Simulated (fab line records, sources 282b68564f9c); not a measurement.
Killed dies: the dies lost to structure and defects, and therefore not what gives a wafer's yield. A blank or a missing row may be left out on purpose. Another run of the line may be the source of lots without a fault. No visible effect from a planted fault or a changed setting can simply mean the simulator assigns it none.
fab line records	flow ritCmos
record lots=6	wafers=18	lastDay=7
route steps=202 shown ACTIVE@1 FOX1@20 FOX2@23 M1@202
lots with no fault: from the same line, run without faults
startH: hours from the record's opening day to when the first of the lot's shown wafers began	waitH: hours from the lot's prior step to this one	" repeats the value in the row above	L1.1+2: several wafers, shown together as one row	- either no value or no given start	* or withheld: withheld	< > ~ a bound
route shown NAME@n: a module of which the file shows steps, and the number in the route of the first	usual: the fault-free wafers' mean and standard deviation	same: alike in all rows	chamber/n: place in a boat	sites: the reading at each site	_std_site: the standard deviation of these	_edge_site: outer sites' mean less inner sites'	radiusMm: for every site, how far away it sits from the centre of the wafer	mask NAME#n: copy n	behind: the tool/chamber that last shaped the wafer	hold: the reason the lot was held/the length of the hold in hours/how it ended	device: which transistor (n, p or np) failed to switch	end of line: the same wafers' tests at the end of the route	for a step that has no rows: nothing shown but its recipe	killed: dies that structure and defects cost at the first sort, which is not the same as the wafer's yield	map: a wafer's dies, x killed, . not, _ none there
set.NAME: the setting as run; set.NAME@STEP: as run at that earlier step	model.NAME: the simulator's own value behind a step, which no gauge read
a table for each step, a row for each wafer; lots at some steps of the route
services: a tool's chamber out of use, with start hour (startH, from the record's first day; less than 0 if before it), hours out, and reason
## steps
# step RIT_ACTIVE_BOW_MEAS_00
# recipe mode=bow
# usual INCOMING_BOW=-1/6.1
lot.wafer	tool	chamber	startH	waitH	INCOMING_BOW[um]
L204.1	filmMetro-01	-	10.00	-	-5
L204.3	"	-	"	"	1
L204.4	"	-	"	"	1
L209.1	filmMetro-03	-	35.00	-	-1
L209.3	"	-	"	"	-6
L209.5	"	-	"	"	-6
L221.2	filmMetro-02	-	95.02	-	-5
L221.3	"	-	"	"	0
L221.5	"	-	"	"	5
L222.2	filmMetro-01	-	100.02	-	9
L222.4	"	-	"	"	-8
L222.6	"	-	"	"	1
L225.1	filmMetro-01	-	115.00	-	-3
L225.3	"	-	"	"	0
L225.5	"	-	"	"	-2
L226.1	filmMetro-02	-	120.00	-	-9
L226.4	"	-	"	"	-21
L226.6	"	-	"	"	-11
# step RIT_ACTIVE_OXIDATION_01
# recipe tempC=1000	ambient=O2	targetThkA=468	oxTimeS=3360
# step RIT_ACTIVE_THK_MEAS_02
# recipe reads=SiO2_of_ACTIVE_OXIDATION_01
# usual ACTIVE_OXIDE_THK=46.9/0.9
lot.wafer	tool	chamber	startH	waitH	ACTIVE_OXIDE_THK[nm]
L204.1	filmMetro-01	-	12.05	0.0	47.2
L204.3	"	-	"	"	47.1
L204.4	"	-	"	"	47.9
L209.1	filmMetro-01	-	41.68	0.0	47.8
L209.3	"	-	"	"	48.2
L209.5	"	-	"	"	48.1
L221.2	filmMetro-01	-	97.55	0.0	46.8
L221.3	"	-	"	"	46.3
L221.5	"	-	"	"	47.6
L222.2	filmMetro-01	-	102.06	0.0	47.0
L222.4	"	-	"	"	47.3
L222.6	"	-	"	"	47.6
L225.1	filmMetro-01	-	117.09	0.0	47.4
L225.3	"	-	"	"	46.5
L225.5	"	-	"	"	47.0
L226.1	filmMetro-02	-	123.52	0.0	45.5
L226.4	"	-	"	"	46.9
L226.6	"	-	"	"	45.3
# step RIT_ACTIVE_CVD_03
# recipe material=Si3N4	targetThkNm=150	tempC=810	precursor=SiH2Cl2/NH3	timeS=1500	pressureMtorr=300	sih2cl2FlowSccm=60	nh3FlowSccm=150
# usual spikeTcCentreC=812.4/1.1	spikeTcLoadC=833/3.7	spikeTcSourceC=831.4/1.4	susceptorTempC=810.0/0.32
lot.wafer	tool	chamber	startH	waitH	spikeTcCentreC	spikeTcLoadC	spikeTcSourceC	susceptorTempC	model.Si3N4_of_ACTIVE_CVD_03.thkNm
L204.1	lpcvd-02	1	12.11	0.1	813.1	830	829.2	809.7	151
L204.3	"	1	"	"	813.1	831	827.9	809.7	150.9
L204.4	"	1	"	"	812.8	831	829.5	810.0	149.8
L209.1	lpcvd-02	0	41.74	0.1	812.3	837	831.8	810.2	150
L209.3	"	0	"	"	813.1	834	832.7	810.1	151
L209.5	"	0	"	"	813.3	836	830.8	810.2	151.5
L221.2	lpcvd-02	1	97.60	0.0	805.3	823	822.9	802.8	135.7
L221.3	"	1	"	"	805.6	825	822.3	802.8	134
L221.5	"	1	"	"	806.1	825	823.7	802.6	134.3
L222.2	lpcvd-02	1	102.11	0.0	806.8	823	822.7	802.6	134.4
L222.4	"	1	"	"	805.7	823	823.0	802.5	132.1
L222.6	"	1	"	"	806.2	824	823.1	802.7	132.9
L225.1	lpcvd-01	0	117.15	0.1	812.2	826	833.1	809.9	151.1
L225.3	"	0	"	"	813.4	829	830.4	810.5	149.9
L225.5	"	0	"	"	812.7	827	832.0	810.3	149.6
L226.1	lpcvd-01	1	123.58	0.1	810.8	837	831.2	810.4	150.3
L226.4	"	1	"	"	811.9	836	832.6	809.5	149.8
L226.6	"	1	"	"	812.2	835	832.3	810.4	149.5
# step RIT_ACTIVE_THK_MEAS_04
# recipe reads=Si3N4_of_ACTIVE_CVD_03
# usual ACTIVE_NITRIDE_THK=150.1/1.4
lot.wafer	tool	chamber	startH	waitH	ACTIVE_NITRIDE_THK[nm]
L204.1	filmMetro-02	-	13.53	0.0	151.0
L204.3	"	-	"	"	150.8
L204.4	"	-	"	"	149.7
L209.1	filmMetro-01	-	43.15	0.0	150.0
L209.3	"	-	"	"	151.0
L209.5	"	-	"	"	151.4
L221.2	filmMetro-02	-	99.03	0.0	135.8
L221.3	"	-	"	"	133.9
L221.5	"	-	"	"	134.3
L222.2	filmMetro-02	-	103.54	0.0	134.4
L222.4	"	-	"	"	132.1
L222.6	"	-	"	"	133.0
L225.1	filmMetro-01	-	119.28	0.0	151.2
L225.3	"	-	"	"	149.9
L225.5	"	-	"	"	149.6
L226.1	filmMetro-03	-	125.70	0.0	150.4
L226.4	"	-	"	"	149.8
L226.6	"	-	"	"	149.6
# step RIT_ACTIVE_HMDS_05
# recipe primeTimeS=60	primeTempC=140
# step RIT_ACTIVE_COAT_06
# recipe resist=NOVOLAK	spinRpm=3250	resistThkNm=1000
# step RIT_ACTIVE_SOFTBAKE_07
# recipe resist=NOVOLAK	tempC=90	timeS=60
# step RIT_ACTIVE_EXPOSE_08
# recipe maskId=M1	na=0.6	sourceShape=conventional	sigmaOuter=0.6	targetCdNm=1400	doseMj=225
# step RIT_ACTIVE_PEB_09
# recipe resist=NOVOLAK	tempC=withheld	timeS=withheld
# step RIT_ACTIVE_DEVELOP_10
# recipe resist=NOVOLAK	developTimeS=50	devTempC=23
# step RIT_ACTIVE_CD_MEAS_11
# recipe targetCdNm=1400
# usual cdNm=1400.1/1.5
lot.wafer	tool	chamber	startH	waitH	cdNm
L204.1	cdSem-01	-	14.44	-	1398.9
L204.3	"	-	"	"	1398.8
L204.4	"	-	"	"	1399.6
L209.1	cdSem-02	-	44.06	-	1401.3
L209.3	"	-	"	"	1399.6
L209.5	"	-	"	"	1401.2
L221.2	cdSem-02	-	100.08	-	1398.4
L221.3	"	-	"	"	1398.9
L221.5	"	-	"	"	1398.3
L222.2	cdSem-02	-	104.58	-	1400.6
L222.4	"	-	"	"	1399.4
L222.6	"	-	"	"	1400.5
L225.1	cdSem-01	-	120.19	-	1399.4
L225.3	"	-	"	"	1401.0
L225.5	"	-	"	"	1399.3
L226.1	cdSem-02	-	126.61	-	1402.7
L226.4	"	-	"	"	1401.3
L226.6	"	-	"	"	1401.6
# step RIT_ACTIVE_HARDBAKE_12
# recipe resist=NOVOLAK	tempC=140	timeS=60
# step RIT_ACTIVE_ETCH_13
# recipe stopOn=SiO2	chemistry=SF6	target=Si3N4	timeS=210	overEtchFrac=0.4	SF6_flow_sccm=200	pressureMtorr=260	rfW=125	targetDepthA=2100
# usual drypumpMotorCurrentA=5.7/0.35	oesProductAu=0.825/0.012	throttleValvePct=7.46/0.12
lot.wafer	tool	chamber	startH	waitH	drypumpMotorCurrentA	oesProductAu	rfHoursCounterH	throttleValvePct	model.ACTIVE.featureDepthNm	model.etch.depthNm
L204.1	rieDiel-03	3	14.71	0.1	6.5	0.812	6	7.35	151	151
L204.3	"	1	"	"	5.9	0.831	2	7.50	150.9	150.9
L204.4	"	0	"	"	5.7	0.821	-	7.38	149.8	149.8
L209.1	rieDiel-03	2	44.33	0.1	5.6	0.832	0	7.23	150	150
L209.3	"	1	"	"	5.9	0.832	2	7.52	151	151
L209.5	"	2	"	"	5.6	0.853	-	7.24	151.5	151.5
L221.2	rieDiel-01	0	100.33	0.1	5.8	0.786	6	7.44	135.7	135.7
L221.3	"	2	"	"	5.5	0.795	146	7.49	134	134
L221.5	"	2	"	"	5.6	0.801	-	7.48	134.3	134.3
L222.2	rieDiel-02	3	104.83	0.1	5.8	0.782	101	7.65	134.4	134.4
L222.4	"	2	"	"	5.3	0.762	-	7.50	134.1	132.1
L222.6	"	1	"	"	5.4	0.788	-	7.55	132.9	132.9
L225.1	rieDiel-01	2	120.46	0.1	5.6	0.847	147	7.48	151.1	151.1
L225.3	"	3	"	"	5.3	0.811	15	7.43	149.9	149.9
L225.5	"	0	"	"	5.8	0.826	-	7.45	149.6	149.6
L226.1	rieDiel-03	0	126.88	0.1	5.7	0.815	70	7.37	150.3	150.3
L226.4	"	3	"	"	6.5	0.811	8	7.35	149.8	149.8
L226.6	"	1	"	"	5.9	0.822	-	7.48	149.5	149.5
# step RIT_ACTIVE_STRIP_14
# recipe chemistry=O2	timeS=180	resist=NOVOLAK	platenTempC=withheld	powerW=500	pressureMtorr=4000	o2FlowSccm=4000
# usual drypumpMotorCurrentA=5.6/0.47
lot.wafer	tool	chamber	startH	waitH	drypumpMotorCurrentA	rfHoursCounterH
L204.1	plasmaAsher-04	1	14.84	0.1	5.7	38
L204.3	"	0	"	"	6.3	-
L204.4	"	1	"	"	5.7	-
L209.1	plasmaAsher-03	1	44.47	0.1	5.3	39
L209.3	"	0	"	"	4.8	-
L209.5	"	1	"	"	5.3	-
L221.2	plasmaAsher-01	0	100.46	0.1	5.8	31
L221.3	"	1	"	"	5.3	-
L221.5	"	1	"	"	5.4	-
L222.2	plasmaAsher-03	0	104.97	0.1	4.8	46
L222.4	"	1	"	"	5.4	-
L222.6	"	1	"	"	5.3	-
L225.1	plasmaAsher-04	1	120.59	0.1	5.7	49
L225.3	"	1	"	"	5.7	-
L225.5	"	1	"	"	5.7	-
L226.1	plasmaAsher-01	0	127.01	0.1	5.7	34
L226.4	"	1	"	"	5.3	-
L226.6	"	0	"	"	5.7	-
# step RIT_ACTIVE_CD_MEAS_90
# recipe targetCdNm=1400
# usual cdNm=1400.2/1.5
lot.wafer	tool	chamber	startH	waitH	cdNm
L204.1	cdSem-01	-	15.02	0.1	1398.9
L204.3	"	-	"	"	1399.7
L204.4	"	-	"	"	1399.3
L209.1	cdSem-02	-	44.64	0.1	1401.5
L209.3	"	-	"	"	1399.9
L209.5	"	-	"	"	1401.5
L221.2	cdSem-02	-	100.65	0.1	1398.3
L221.3	"	-	"	"	1398.9
L221.5	"	-	"	"	1398.4
L222.2	cdSem-01	-	105.16	0.1	1400.8
L222.4	"	-	"	"	1399.5
L222.6	"	-	"	"	1400.0
L225.1	cdSem-01	-	120.76	0.1	1399.6
L225.3	"	-	"	"	1401.2
L225.5	"	-	"	"	1399.0
L226.1	cdSem-01	-	127.19	0.1	1402.4
L226.4	"	-	"	"	1401.5
L226.6	"	-	"	"	1401.5
# step RIT_ACTIVE_CLEAN_15
# recipe chemistry=SC1	mix=3:3:50	timeS=600	tempC=75
# step RIT_ACTIVE_CLEAN_16
# recipe chemistry=dHF	dilution=50:1	timeS=30
# step RIT_ACTIVE_CLEAN_17
# recipe chemistry=SC2	mix=3:3:50	timeS=600	tempC=75	dry=n2Spin
# step RIT_FOX1_OXIDATION_00
# recipe tempC=1100	ambient=H2O	targetThkA=3507	pH2oTorr=720	oxTimeS=1130
# step RIT_FOX1_THK_MEAS_01
# recipe reads=SiO2_of_FOX1_OXIDATION_00
# usual FOX1_OXIDE_THK=351/6.4
lot.wafer	tool	chamber	startH	waitH	FOX1_OXIDE_THK[nm]
L204.1	filmMetro-03	-	18.45	0.0	364
L204.3	"	-	"	"	365
L204.4	"	-	"	"	364
L209.1	filmMetro-04	-	47.51	0.0	351
L209.3	"	-	"	"	344
L209.5	"	-	"	"	353
L221.2	filmMetro-04	-	102.49	0.0	358
L221.3	"	-	"	"	356
L221.5	"	-	"	"	354
L222.2	filmMetro-04	-	107.68	0.0	355
L222.4	"	-	"	"	357
L222.6	"	-	"	"	352
L225.1	filmMetro-04	-	123.25	0.0	341
L225.3	"	-	"	"	342
L225.5	"	-	"	"	349
L226.1	filmMetro-02	-	129.01	0.0	348
L226.4	"	-	"	"	347
L226.6	"	-	"	"	350
# step RIT_FOX1_WET_ETCH_02
# recipe chemistry=BOE	targetDepthNm=350	timeS=390	tempC=21.5	dry=n2Spin	dilution=10:1	target=SiO2
# step RIT_FOX2_OXIDATION_00
# recipe tempC=1100	ambient=H2O	targetThkA=3507	pH2oTorr=720	oxTimeS=1130
# step RIT_FOX2_THK_MEAS_01
# recipe reads=SiO2_of_FOX2_OXIDATION_00
# usual FOX2_OXIDE_THK=350/6.5
lot.wafer	tool	chamber	startH	waitH	FOX2_OXIDE_THK[nm]
L204.1	filmMetro-03	-	19.95	0.0	360
L204.3	"	-	"	"	353
L204.4	"	-	"	"	350
L209.1	filmMetro-03	-	50.37	0.0	345
L209.3	"	-	"	"	345
L209.5	"	-	"	"	343
L221.2	filmMetro-04	-	103.98	0.0	342
L221.3	"	-	"	"	341
L221.5	"	-	"	"	342
L222.2	filmMetro-03	-	109.17	0.0	350
L222.4	"	-	"	"	353
L222.6	"	-	"	"	355
L225.1	filmMetro-04	-	125.64	0.0	355
L225.3	"	-	"	"	358
L225.5	"	-	"	"	359
L226.1	filmMetro-03	-	130.51	0.0	348
L226.4	"	-	"	"	346
L226.6	"	-	"	"	347
# step RIT_FOX2_CLEAN_02
# recipe chemistry=dHF	dilution=50:1	timeS=180
lot.wafer	tool	chamber	startH	waitH	model.Si3N4_of_ACTIVE_CVD_03.thkNm
L204.1	wetBench-04	1	20.01	0.1	131.8
L204.3	"	1	"	"	131.7
L204.4	"	1	"	"	130.6
L209.1	wetBench-02	2	50.43	0.1	130.8
L209.3	"	2	"	"	131.8
L209.5	"	2	"	"	132.3
L221.2	wetBench-02	1	104.03	0.0	116.5
L221.3	"	1	"	"	114.8
L221.5	"	1	"	"	115.1
L222.2	wetBench-04	2	109.22	0.0	115.2
L222.4	"	2	"	"	112.8
L222.6	"	2	"	"	113.6
L225.1	wetBench-04	3	125.70	0.1	131.8
L225.3	"	3	"	"	130.7
L225.5	"	3	"	"	130.4
L226.1	wetBench-04	0	130.57	0.1	131.1
L226.4	"	0	"	"	130.6
L226.6	"	0	"	"	130.3
# step RIT_FOX2_WET_ETCH_03
# recipe chemistry=H3PO4	target=Si3N4	targetDepthNm=195	tempC=165	timeS=2700
# step RIT_M1_PROBE_99
# usual killedAtContacts=0.1/0.31	killedAtFrontEnd=6.3/2.7	killedDies=6.4/2.7	killedOnRim=1.7/1.4	killedOpen=3.3/2	killedShort=3/1.8
# same grossDies=264	killed_at_M0_to_M3=0	killed_at_M4_up=0	killedAtBackSide=0	killedAtOther=0
lot.wafer	tool	chamber	startH	waitH	killedAtContacts	killedAtFrontEnd	killedDies	killedOnRim	killedOpen	killedShort	model.etest.nldd.widthNm	model.etest.pldd.widthNm
L204.1	prober-01	-	67.80	0.1	0	12	12	1	8	4	3144	3128
L204.3	prober-01	-	67.90	0.2	0	3	3	0	1	2	3157	3158
L204.4	prober-01	-	67.95	0.2	0	11	11	1	8	3	3158	3142
L209.1	prober-02	-	89.43	0.1	0	14	14	4	10	4	3188	3182
L209.3	prober-02	-	89.53	0.2	0	11	11	2	8	3	3187	3171
L209.5	prober-02	-	89.63	0.2	0	13	13	3	8	5	3188	3178
L221.2	prober-01	-	144.85	0.1	0	7	7	0	4	3	3156	3168
L221.3	prober-01	-	144.90	0.2	0	7	7	4	4	3	3175	3163
L221.5	prober-01	-	145.00	0.2	0	13	13	4	6	6	3151	3172
L222.2	prober-02	-	150.68	0.1	0	5	5	3	3	2	3171	3163
L222.4	prober-02	-	150.78	0.2	0	6	6	0	2	4	3125	3135
L222.6	prober-02	-	150.88	0.2	0	6	6	4	3	3	3157	3142
L225.1	prober-01	-	167.17	0.1	1	0	1	0	0	1	3187	3191
L225.3	prober-01	-	167.27	0.2	0	9	9	4	8	1	3187	3183
L225.5	prober-01	-	167.37	0.2	0	12	12	5	1	9	3176	3165
L226.1	prober-02	-	173.06	0.1	2	6	8	1	3	5	3185	3182
L226.4	prober-02	-	173.21	0.2	0	6	6	0	4	2	3173	3176
L226.6	prober-02	-	173.31	0.2	0	4	4	0	2	2	3201	3193
# killed by level:class
L204.1 FOX1:geometricParticle:open=2 GATE:geometricParticle:open=2 SPACER:geometricParticle:short=2 SPACER:geometricParticle:open=2 FOX1:geometricParticle:short=1 REOX:geometricParticle:open=1 REOX:geometricParticle:short=1 SILICIDE:geometricParticle:open=1
L204.3 FOX1:geometricParticle:short=1 GATE:geometricParticle:open=1 SPACER:geometricParticle:short=1
L204.4 GATE:geometricParticle:open=3 SPACER:geometricParticle:open=3 FOX1:geometricParticle:short=1 REOX:geometricParticle:short=1 REOX:geometricParticle:open=1 SILICIDE:geometricParticle:short=1 SILICIDE:geometricParticle:open=1
L209.1 GATE:geometricParticle:open=5 FOX1:geometricParticle:open=2 GATE:geometricParticle:short=2 REOX:geometricParticle:open=1 SPACER:geometricParticle:open=1 SPACER:geometricParticle:short=1 SILICIDE:geometricParticle:open=1 SILICIDE:geometricParticle:short=1
L209.3 GATE:geometricParticle:open=5 FOX1:geometricParticle:open=2 GATE:geometricParticle:short=2 SILICIDE:geometricParticle:open=1 SILICIDE:geometricParticle:short=1
L209.5 SPACER:geometricParticle:open=4 GATE:geometricParticle:short=2 GATE:geometricParticle:open=2 FOX1:geometricParticle:open=1 FOX2:geometricParticle:short=1 REOX:geometricParticle:short=1 SPACER:geometricParticle:short=1 SILICIDE:geometricParticle:open=1
L221.2 GATE:geometricParticle:open=3 GATE:geometricParticle:short=2 FOX1:geometricParticle:short=1 REOX:geometricParticle:open=1
L221.3 SPACER:geometricParticle:open=2 SILICIDE:geometricParticle:open=2 FOX1:geometricParticle:short=1 GATE:geometricParticle:short=1 REOX:geometricParticle:short=1
L221.5 REOX:geometricParticle:short=3 REOX:geometricParticle:open=2 SILICIDE:geometricParticle:open=2 SILICIDE:geometricParticle:short=2 FOX1:geometricParticle:open=1 GATE:geometricParticle:open=1 GATE:geometricParticle:short=1 NWELL:coatMicrobubblePrinted=1
L222.2 FOX1:geometricParticle:short=1 GATE:geometricParticle:open=1 REOX:geometricParticle:short=1 SPACER:geometricParticle:open=1 SILICIDE:geometricParticle:open=1
L222.4 REOX:geometricParticle:short=2 FOX1:geometricParticle:open=1 GATE:geometricParticle:open=1 SPACER:geometricParticle:short=1 SILICIDE:geometricParticle:short=1
L222.6 GATE:geometricParticle:short=2 FOX1:geometricParticle:open=1 GATE:geometricParticle:open=1 REOX:geometricParticle:short=1 SILICIDE:geometricParticle:open=1
L225.1 CONTACT:geometricParticle:short=1
L225.3 SILICIDE:geometricParticle:open=3 GATE:geometricParticle:open=2 FOX1:geometricParticle:open=1 SPACER:geometricParticle:open=1 FOX2:geometricParticle:open=1 SILICIDE:geometricParticle:short=1
L225.5 GATE:geometricParticle:short=4 SILICIDE:geometricParticle:short=2 PWELL:coatMicrobubblePrinted=2 FOX1:geometricParticle:short=1 FOX2:geometricParticle:short=1 REOX:geometricParticle:open=1 SPACER:geometricParticle:short=1
L226.1 GATE:geometricParticle:short=2 GATE:geometricParticle:open=2 CONTACT:geometricParticle:short=2 SPACER:geometricParticle:short=1 SILICIDE:geometricParticle:open=1
L226.4 GATE:geometricParticle:open=3 FOX1:geometricParticle:short=1 GATE:geometricParticle:short=1 SPACER:geometricParticle:open=1
L226.6 GATE:geometricParticle:open=2 SPACER:geometricParticle:short=1 SILICIDE:geometricParticle:short=1
## services
tool	chamber	startH	hours	kind
rieDiel-01	1	-11.44	20.7	repair
rieDiel-03	2	-10.62	-	clean
rieDiel-03	2	-10.62	-	consumableReplace:esc
rieDiel-03	2	-10.62	31.6	scheduledDown
rieDiel-03	2	-10.62	31.6	ventCycle
plasmaAsher-03	-	-7.98	3.2	repair
plasmaAsher-01	-	12.92	11.9	repair
rieDiel-01	2	16.12	5.0	repair
rieDiel-03	2	30.35	3.8	repair
rieDiel-01	0	33.20	5.7	repair
rieDiel-01	3	39.64	14.1	repair
plasmaAsher-04	-	68.49	0.4	repair
rieDiel-01	-	73.54	2.8	pm
lpcvd-01	-	85.78	2.8	pm
rieDiel-02	3	92.04	2.6	repair
rieDiel-02	0	98.03	-	clean
rieDiel-02	0	98.03	22.5	scheduledDown
rieDiel-02	0	98.03	22.5	ventCycle
rieDiel-03	3	115.72	6.7	repair
## key
firstSign step=RIT_ACTIVE_CVD_03	reading=susceptorTempC	direction=down	sigmas=23	usual=*	struck=*
effect step=RIT_ACTIVE_CVD_03	reading=spikeTcSourceC	direction=down	sigmas=5.9	usual=831.4	struck=823.0
effect step=RIT_ACTIVE_THK_MEAS_04	reading=ACTIVE_NITRIDE_THK	direction=down	sigmas=12	usual=150.1	struck=133.9
effect step=RIT_ACTIVE_ETCH_13	reading=oesProductAu	direction=down	sigmas=3.3	usual=0.825	struck=0.786
modelEffect step=RIT_ACTIVE_CVD_03	value=Si3N4_of_ACTIVE_CVD_03.thkNm	without=152	struck=133.9
modelEffect step=RIT_ACTIVE_ETCH_13	value=ACTIVE.featureDepthNm	without=152.3	struck=134.2
modelEffect step=RIT_FOX2_CLEAN_02	value=Si3N4_of_ACTIVE_CVD_03.thkNm	without=132.7	struck=114.7
modelEffect step=RIT_M1_PROBE_99	value=etest.nldd.widthNm	without=3179	struck=3156
metAt RIT_ACTIVE_CVD_03
struckWafers L221.2,L221.3,L221.5,L222.2,L222.4,L222.6
testerLeftOut L221,L222
onsetBetween 12.11 97.60
fault kind=processParameterDrift	tool=lpcvd-02	chamber=1	onsetH=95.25	steps=RIT_ACTIVE_CVD_03	channel=tempC	offset=*	shape=step	endH=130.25	actsIn=*	stated=*
# testerLeftOut: of these lots the tester's yield and bins aren't shown, on N5 and GAA mostly nor the transistor test; their killed dies are dies lost to structure and defects alone, not to doping, threshold or leakage, so they don't give the yield
